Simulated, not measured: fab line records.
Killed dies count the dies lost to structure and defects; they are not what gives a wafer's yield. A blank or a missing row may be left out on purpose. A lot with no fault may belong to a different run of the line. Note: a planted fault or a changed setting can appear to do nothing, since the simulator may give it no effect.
Matching of chambers | flow berkeley-cmos170 | UCB170_ACTIVE_ETCH_15 on rie-diel-04 has 4 sister chambers
The step etches Si3N4 in CH3F/Ar/O2, stops on SiO2, target depth 242 nm, time 151 s. 4 wafers are shown with their chamber, then 8 later ones without.

## WAFERS, EACH WITH ITS CHAMBER
wafer  | chamber | drypump-motor-current-A (A)
L718.2 | 2       | 5.5
L720.1 | 3       | 5.5
L720.3 | 1       | 6.4
L721.2 | 0       | 6.2

## WAFERS MISSING THEIR CHAMBER
wafer  | drypump-motor-current-A (A)
L721.5 | 5.5
L721.6 | 6.4
L725.1 | 5.4
L725.2 | 6.4
L725.5 | 6.4
L728.1 | 6.4
L728.2 | 5.5
L728.3 | 6.2

## WHICH CHAMBER EACH WENT THROUGH
wafer  | from the rows above     | in truth
L721.5 | can't be placed: 2 or 3 | 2
L721.6 | 1                       | 1
L725.1 | can't be placed: 2 or 3 | 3
L725.2 | 1                       | 1
L725.5 | 1                       | 1
L728.1 | 1                       | 1
L728.2 | can't be placed: 2 or 3 | 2
L728.3 | 0                       | 0
Correct placement for 5 of the 8. Unplaceable from these rows: 3, with the true chamber sitting among the candidates in 3. 0 placed wrongly.
How it was worked out, from the rows above alone: a wafer's distance from a chamber is the root of the sum, over the readings, of the square of ((its reading less the chamber's mean) divided by the reading's scatter). The wafer belongs to the nearest chamber; if the next one is less than 2 further off, it can't be placed. Each chamber's mean is taken over the wafers shown for it. The scatter: with one shown wafer a chamber, the root of the mean of the squares of how far each hidden wafer lies from its nearest shown one.
